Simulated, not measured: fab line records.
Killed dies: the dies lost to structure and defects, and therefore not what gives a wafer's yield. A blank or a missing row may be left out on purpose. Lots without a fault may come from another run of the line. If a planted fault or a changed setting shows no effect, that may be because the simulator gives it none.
8D (eight disciplines) problem report, filled in by code + flow rit cmos + the parts of the form that need people (team, actions taken, sign-off) are left out

## 1. WHAT IS WRONG
Wafers without a fault read 0.1, standard deviation 0.25; killed at contacts at RIT_M1_PROBE_99 reads a mean of 40.5 on 2 wafers belonging to 2 lots. So: +99 or more standard deviations from the usual mean.
Seen first at day 6 13:01 on prober-02, wafer L553.6. The record has a number at this step for 26 wafers belonging to 9 lots. By rule, "out" or "out of limits" means more than 4 standard deviations away from the usual mean. The rest of the wafers with a number are treated as sound.

## 2. WHAT IT IS; WHAT IT IS NOT
| question                    | is                              | is not                                                                            |
|-----------------------------|---------------------------------|-----------------------------------------------------------------------------------|
| which readings at this step | killed at contacts, killed dies | killed_at_M0_to_M3, killed at front end, killed on rim, killed open, killed short |
| which lots                  | L553, L557                      | L543, L546, L547, L548, L549, L554, L556                                          |
| which wafers of those lots  | L553.6, L557.3                  | L553.1, L553.4, L557.4, L557.5                                                    |
| read on which tools         | prober-02                       | prober-01                                                                         |
| when                        | from day 6 13:01                | up to then (17 sound wafers); but 7 sound wafers of L554, L556, L557 came after   |

## 3. THE SUSPECTS, EACH WITH WHAT RULES IT OUT
Counting: any tool at a process step up to the reading remains a suspect provided it ran every lot that is out. Sound lots after the first of them don't rule it out here, since some wafers of a struck lot are sound.
- rie diel-04 at RIT_CONTACT_ETCH_11 (etches SiO2 in CHF3/CF4/Ar, stops on TiSi2, target depth 480 nm, time 320 s): kept. Ran every lot that is out, first one L553 (day 6 07:47); last sound lot up to then L548 (day 5 06:22).
- prober-02 at RIT_M1_PROBE_99: kept. Ran every lot that is out, first one L553 (day 6 12:46); last sound lot up to then L549 (day 5 13:56). Its own killed at contacts, killed dies readings are out on those wafers.
- rie diel-04, RIT_CONTACT_ETCH_11: wafers that are out in chamber 1, sound lot-mates in chambers 0, 2, 3.
What counting leaves: rie diel-04 at RIT_CONTACT_ETCH_11 and prober-02 at RIT_M1_PROBE_99.

## 4. THE CAUSE (what the simulator had put in)
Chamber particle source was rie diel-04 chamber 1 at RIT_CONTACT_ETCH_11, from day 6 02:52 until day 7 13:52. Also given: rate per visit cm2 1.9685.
Of the 2 suspects that counting leaves, this tool is one.

## 5. THE EFFECT CHAIN, in route order
Each row: a reading where the mean over the struck wafers with a number is more than 3 standard deviations away from the usual. Only readings for which the record gives a usual standard deviation are gone through. hours: the time from each lot's start at the first step in this table that gives one to its start at this step, as a median over the lots. sigmas: the change in usual standard deviations.
| hours | step            | reading            | usual | on struck wafers | change | sigmas      |
|-------|-----------------|--------------------|-------|------------------|--------|-------------|
| 0     | RIT_M1_PROBE_99 | killed at contacts | 0.1   | 40.5             | +40.4  | +99 or more |
| 0     | RIT_M1_PROBE_99 | killed dies        | 6.4   | 45.5             | +39.1  | +14         |
The process steps in it:
- RIT_M1_PROBE_99

## 6. HOW IT WOULD HAVE BEEN CAUGHT EARLIER
In this record no reading fell out of limits until day 6 13:01, 10 hours after the fault had begun at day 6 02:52.
Of the tool readings at RIT_CONTACT_ETCH_11 for which the record gives a usual standard deviation, none was out on any struck wafer, so an alarm limit of 4 standard deviations on them would not have fired.
Of the lots that are out (2), L557 began RIT_CONTACT_ETCH_11 on rie diel-04 after day 6 13:01. Holding the tool at that time would have saved it.
